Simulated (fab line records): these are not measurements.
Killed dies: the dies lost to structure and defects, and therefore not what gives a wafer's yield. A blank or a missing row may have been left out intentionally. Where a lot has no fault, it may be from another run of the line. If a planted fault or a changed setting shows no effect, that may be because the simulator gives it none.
Which tool is to blame? | flow berkeley-cmos170 | 6 lots, 18 wafers sampled, at 3 steps of a route of 331

WHAT THE GAUGES SHOWED, per wafer
UCB170_SILICIDE_RS_MEAS_02: uses a four-point probe to measure.
lot  | measured     | on            | SILICIDE_TI_RS (ohm/sq)
L198 | day 6 18:12  | film-metro-04 | 25.6 25.7 25.6
L203 | day 7 21:46  | film-metro-04 | 26.2 26.1 25.9
L208 | day 8 19:41  | film-metro-03 | 26.3 26.4 26.9
L207 | day 8 20:07  | film-metro-04 | 26.3 26.2 26.3
L210 | day 9 14:46  | film-metro-03 | 26.1 25.4 26.1
L216 | day 10 23:30 | film-metro-03 | 26.3 33.5 26.1

WHICH TOOL RAN EACH LOT (tool, then ch and the chambers of the sampled wafers, then the start)
lot  | UCB170_NSD_STRIP_09                  | UCB170_SILICIDE_SPUTTER_01
L198 | plasma-asher-02 ch 0,1, day 6 16:23  | pvd-sputter-03, day 6 18:09
L203 | plasma-asher-02 ch 0,1, day 7 19:59  | pvd-sputter-01, day 7 21:43
L208 | plasma-asher-04 ch 0,1, day 8 17:47  | pvd-sputter-01, day 8 19:40
L207 | plasma-asher-03 ch 0,1, day 8 18:13  | pvd-sputter-02, day 8 20:02
L210 | plasma-asher-02 ch 0,1, day 9 12:54  | pvd-sputter-01, day 9 14:44
L216 | plasma-asher-04 ch 0,1, day 10 21:35 | pvd-sputter-01, day 10 23:23
- UCB170_NSD_STRIP_09: strips in O2.
- UCB170_SILICIDE_SPUTTER_01: material Ti, target thk 30 nm, time 25 s.

THE ANSWER, worked out from the rows above alone
Rule: what is usual is taken from the lots themselves. The widest of any qualifying gaps counts: lots, ordered by their means at a reading, are off when they make up no more than a third of the lots, leave a main group of 4 or more, and stand apart from it by 3 or more times the standard deviation of that group's means. A main group is skipped when, at the precision printed for the reading in the tables above, its means are all equal. A lot without any number at a reading at which 4 lots or more have one is off too. Where the step has rows for the other lots, those lots are counted as sound.
Off: L216, at UCB170_SILICIDE_RS_MEAS_02 (SILICIDE_TI_RS). Mean 26.1 ohm/sq and standard deviation 0.31 in the main group.
A tool fits if, at a process step before that reading, it ran every lot that is off, and no sound lot after the first of them. The gauges at UCB170_SILICIDE_RS_MEAS_02 are tried like those tools. Can't be told from this: 3 tools fit, plasma-asher-04 at UCB170_NSD_STRIP_09, pvd-sputter-01 at UCB170_SILICIDE_SPUTTER_01, film-metro-03 at UCB170_SILICIDE_RS_MEAS_02.

WHAT HAD BEEN PUT IN BY THE SIMULATOR
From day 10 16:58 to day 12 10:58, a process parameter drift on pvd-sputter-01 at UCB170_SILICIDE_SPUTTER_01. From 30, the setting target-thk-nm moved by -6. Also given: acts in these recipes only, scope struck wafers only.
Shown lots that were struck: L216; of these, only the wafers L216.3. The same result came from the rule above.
